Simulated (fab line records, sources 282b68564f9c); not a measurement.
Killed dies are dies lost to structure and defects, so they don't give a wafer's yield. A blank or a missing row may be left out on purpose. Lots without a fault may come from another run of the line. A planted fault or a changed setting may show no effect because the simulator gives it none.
Which tool did it? | flow rit_cmos | 14 lots, 42 wafers sampled, at 2 steps of a route of 202

WHAT THE GAUGES READ, wafer by wafer
RIT_NLDD_OVL_MEAS_06. Usual: NLDD_OVL -0.7 nm, standard deviation 1.6.
lot  | measured    | on         | NLDD_OVL (nm)                             | flag
L138 | day 2 19:47 | overlay-01 | -4.0 -3.2 -1.9                            |
L139 | day 2 22:15 | overlay-01 | 2.0 0.4 -1.5                              |
L140 | day 3 03:01 | overlay-01 | 0.5 -0.9 -0.9                             |
L141 | day 3 09:54 | overlay-01 | -2.3 -1.8 -2.5                            |
L143 | day 3 19:04 | overlay-01 | -0.5 -0.9 1.2                             |
L145 | day 4 06:46 | overlay-01 | -148.4 -148.6 -148.9 -147.6 -147.4 -148.3 | OFF
L150 | day 5 06:51 | overlay-01 | -149.3 -149.4 -149.7 -148.0 -148.4 -148.0 | OFF
L152 | day 5 19:11 | overlay-02 | 0.4 -0.3 0.5                              |
L153 | day 5 21:08 | overlay-01 | -3.7 -1.7 -5.2                            |
L154 | day 6 03:11 | overlay-02 | 1.8 2.6 2.7                               |
L156 | day 6 14:01 | overlay-01 | -3.4 -0.7 -2.1                            |
L157 | day 6 17:42 | overlay-02 | 0.4 -0.6 0.4                              |
L158 | day 6 21:36 | overlay-01 | 0.9 2.6 0.8                               |
L160 | day 7 10:32 | overlay-02 | -1.9 -0.9 -2.1                            |

WHICH TOOL RAN EACH LOT (tool, then ch and the chambers of the sampled wafers, then the start)
lot  | RIT_NLDD_EXPOSE_03
L138 | iline_stepper-02 ch 0, day 2 19:24
L139 | iline_stepper-02 ch 0, day 2 21:52
L140 | iline_stepper-01 ch 0, day 3 02:37
L141 | iline_stepper-01 ch 0, day 3 09:30
L143 | iline_stepper-01 ch 0, day 3 18:40
L145 | iline_stepper-02 ch 0, day 4 06:23
L150 | iline_stepper-02 ch 0, day 5 06:27
L152 | iline_stepper-01 ch 0, day 5 18:47
L153 | iline_stepper-01 ch 0, day 5 20:44
L154 | iline_stepper-01 ch 0, day 6 02:47
L156 | iline_stepper-01 ch 0, day 6 13:37
L157 | iline_stepper-01 ch 0, day 6 17:18
L158 | iline_stepper-01 ch 0, day 6 21:13
L160 | iline_stepper-01 ch 0, day 7 10:10
- RIT_NLDD_EXPOSE_03: exposes mask M7, target cd 40700 nm.

WHAT THE TOOLS THEMSELVES READ (means of the sampled wafers that have a number; where no wafer has one, the mark that the record gives instead)
The record holds no such reading with a usual standard deviation.

THE ANSWER, worked out from the rows above alone
Rule: a lot is off if the mean of its wafers that have a number lies more than 3 standard deviations from the usual mean. A lot without any number at a reading at which 4 lots or more have one is off too. The other lots that the step has rows for count as sound. The gauges are gone through in route order, then the tools' own readings, and for those a lot's mean is taken as printed above. The first step at which some lot is off is used, and at that step the reading that is off furthest; a lot without a number counts as furthest.
Off: L145, L150, at RIT_NLDD_OVL_MEAS_06 (NLDD_OVL).
A tool fits if, at a process step before that reading, it ran every lot that is off, and no sound lot after the first of them. The gauges at RIT_NLDD_OVL_MEAS_06 are tried like those tools. One fits: iline_stepper-02 at RIT_NLDD_EXPOSE_03. Its last sound lot is L139 (day 2 21:52), its first lot that is off L145 (day 4 06:23): a fault that began between those two fits.

WHAT THE SIMULATOR HAD PUT IN
Scanner matching overlay: iline_stepper-02, from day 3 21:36 on, at RIT_NLDD_EXPOSE_03. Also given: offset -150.
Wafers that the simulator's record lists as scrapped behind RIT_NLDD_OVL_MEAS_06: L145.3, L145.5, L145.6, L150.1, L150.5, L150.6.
Lots struck among those shown: L145, L150. The rule above found the same.
